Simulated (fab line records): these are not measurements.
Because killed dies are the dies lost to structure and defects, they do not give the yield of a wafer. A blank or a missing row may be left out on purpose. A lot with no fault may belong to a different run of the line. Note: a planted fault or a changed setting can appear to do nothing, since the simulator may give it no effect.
fab line records -- flow rit_cmos
record lots=14, wafers=42, last_day=7
route steps=202 shown SPACER@130
lots that met no fault: taken from a fault-free run of the same line
start_h: hours from the record's first day to the start of the lot's first wafer shown -- wait_h: how many hours have passed since the lot's step before this one -- " identical to the entry in the row above -- L1.1+2: a row that stands for several wafers -- - value missing, or start not given -- * or withheld: withheld -- < > ~ a bound
route shown NAME@n: a module of which the file shows steps, and the number in the route of the first -- usual: the fault-free wafers' mean and standard deviation -- same: alike in all rows -- chamber/n: place in a boat -- sites: the reading at each site -- _std_site: standard deviation of those values -- _edge_site: the outer-site mean with the inner-site mean subtracted -- radius_mm: for every site, how far away it sits from the centre of the wafer -- mask NAME#n: copy n -- behind: the last tool/chamber to shape the wafer -- hold: why the lot went on hold/how many hours it stayed there/how the hold came to an end -- device: the n, p or np transistor that did not switch -- end of line: tests of these same wafers at the route's end -- step lacking rows: just its recipe -- killed: at the first sort, the dies lost to defects and structure; wafer yield is something else -- map: shows each die of a wafer: x if killed, . if not, _ if none is there
set.NAME: the setting the step ran with; set.NAME@STEP: the setting that earlier step ran with -- model.NAME: the simulator's own value behind a step, which no gauge read
a sample of lots followed through the steps of the route, with each step as a table and each wafer as a row
services: when a tool's chamber went out of use (start_h, in hours from the record's first day, below 0 if earlier), for how many hours, and the reason
## steps
# step RIT_SPACER_ETCHBACK_05
# recipe target_depth_a=2500, SF6_flow_sccm=30, CHF3_flow_sccm=30, target=Si3N4, chemistry=SF6/CHF3, pressure_mtorr=40, rf_w=250, time_s=240, stop_on=SiO2
# usual drypump_motor_current_A=5.8/0.31, oes_product_au=0.842/0.014, throttle_valve_pct=10.23/0.17
# same time_s=240
lot.wafer,tool,chamber,start_h,wait_h,drypump_motor_current_A,oes_product_au,rf_hours_counter_h,throttle_valve_pct
L545.2,rie_diel-02,2,52.24,0.0,6.1,0.827,154,10.15
L545.3,rie_diel-02,0,52.24,0.0,5.7,0.823,3,10.15
L545.6,rie_diel-02,0,52.24,0.0,5.7,0.826,-,10.13
L546.3,rie_diel-04,2,57.63,0.0,6.0,0.861,149,10.09
L546.4,rie_diel-04,0,57.63,0.0,5.9,0.855,0,10.19
L546.5,rie_diel-04,2,57.63,0.0,6.0,0.864,-,10.08
L548.2,rie_diel-04,1,70.00,0.0,5.8,0.843,1,10.23
L548.3,rie_diel-04,2,70.00,0.0,6.0,0.872,149,10.09
L548.4,rie_diel-04,0,70.00,0.0,5.9,0.860,1,10.20
L550.3,rie_diel-02,2,76.73,0.0,6.0,0.842,155,10.19
L550.4,rie_diel-02,3,76.73,0.0,6.0,0.834,16,9.98
L550.6,rie_diel-02,3,76.73,0.0,6.0,0.832,-,9.99
L551.1,rie_diel-04,1,80.99,0.1,5.9,0.838,1,10.25
L551.2,rie_diel-04,2,80.99,0.1,6.0,0.854,150,10.10
L551.3,rie_diel-04,3,80.99,0.1,5.4,0.837,35,10.19
L552.1,rie_diel-02,3,82.69,0.1,6.0,0.826,17,9.98
L552.4,rie_diel-02,1,82.69,0.1,5.4,0.831,118,10.58
L552.6,rie_diel-02,2,82.69,0.1,6.1,0.829,-,10.16
L553.1,rie_diel-02,3,87.53,0.1,6.0,0.830,17,9.98
L553.3,rie_diel-02,0,87.53,0.1,5.7,0.825,3,10.14
L553.5,rie_diel-02,1,87.53,0.1,5.4,0.858,-,10.60
L558.1,rie_diel-03,2,112.61,0.1,5.6,0.839,22,10.48
L558.2,rie_diel-03,1,112.61,0.1,5.3,0.864,10,10.06
L558.6,rie_diel-03,3,112.61,0.1,6.3,0.851,-,10.37
L559.1,rie_diel-04,3,115.21,0.1,5.3,0.824,36,10.18
L559.2,rie_diel-04,1,115.21,0.1,5.9,0.834,2,10.22
L559.3,rie_diel-04,0,115.21,0.1,5.9,0.658,2,10.12
L560.1,rie_diel-04,3,122.80,0.1,5.4,0.822,36,10.19
L560.3,rie_diel-04,0,122.80,0.1,5.9,0.661,2,10.14
L560.5,rie_diel-04,1,122.80,0.1,5.8,0.828,-,10.22
L561.1,rie_diel-03,3,127.66,0.1,6.3,0.844,1,10.36
L561.2,rie_diel-03,2,127.66,0.1,5.6,0.848,22,10.49
L561.5,rie_diel-03,3,127.66,0.1,6.3,0.845,-,10.36
L563.1,rie_diel-02,1,137.21,0.1,5.3,0.848,119,10.58
L563.3,rie_diel-02,0,137.21,0.1,5.7,0.832,5,10.14
L563.6,rie_diel-02,1,137.21,0.1,5.4,0.848,-,10.60
L564.4,rie_diel-03,2,140.78,0.0,5.6,0.835,22,10.49
L564.5,rie_diel-03,0,140.78,0.0,5.2,0.873,-,10.39
L564.6,rie_diel-03,3,140.78,0.0,6.3,0.841,-,10.36
L568.1,rie_diel-02,0,160.52,0.1,5.7,0.830,5,10.14
L568.5,rie_diel-02,3,160.52,0.1,6.0,0.829,-,9.99
L568.6,rie_diel-02,2,160.52,0.1,6.0,0.838,-,10.14
## services
tool,chamber,start_h,hours,kind
rie_diel-04,1,33.26,12.4,repair
rie_diel-03,0,36.34,12.2,repair
rie_diel-03,3,66.55,-,clean
rie_diel-03,3,66.55,23.9,scheduled_down
rie_diel-03,3,66.55,23.9,vent_cycle
rie_diel-02,-,69.61,0.8,repair
rie_diel-04,-,75.58,2.8,pm
rie_diel-03,-,82.63,1.3,repair
rie_diel-04,-,87.53,0.4,repair
rie_diel-03,-,92.45,0.4,repair
rie_diel-04,2,109.46,16.7,repair
rie_diel-02,2,111.94,8.3,repair
rie_diel-03,0,126.46,5.0,repair
rie_diel-02,2,129.24,-,clean
rie_diel-02,2,129.24,20.4,scheduled_down
rie_diel-02,2,129.24,20.4,vent_cycle
rie_diel-03,2,130.14,9.4,repair
rie_diel-04,2,147.38,-,clean
rie_diel-04,2,147.38,24.0,scheduled_down
rie_diel-04,2,147.38,24.0,vent_cycle
## key
first_sign step=RIT_SPACER_ETCHBACK_05, reading=oes_product_au, direction=down, sigmas=13, usual=0.842, struck=0.659
effect none on later readings
met_at RIT_SPACER_ETCHBACK_05
struck_lots L559,L560
struck_wafers L559.3,L560.3
later_rows_left_out L559.3,L560.3
sort_left_out L559.3,L560.3
tester_left_out L559,L560
onset_between 70.00 115.21
fault kind=process_parameter_drift, tool=rie_diel-04, chamber=0, onset_h=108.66, steps=RIT_SPACER_ETCHBACK_05, channel=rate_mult, offset=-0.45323, shape=step, end_h=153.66
# tester_left_out: of these lots the tester's yield and bins aren't shown, on N5 and GAA mostly nor the transistor test; their killed dies are dies lost to structure and defects alone, not to doping, threshold or leakage, so they don't give the yield
# sort_left_out: the simulated sort isn't trusted on such a fault, so these wafers' sort isn't shown, and their yield isn't known
# later_rows_left_out: the simulator's readings of these wafers behind a module that went badly wrong aren't trusted and aren't shown, but for the sort
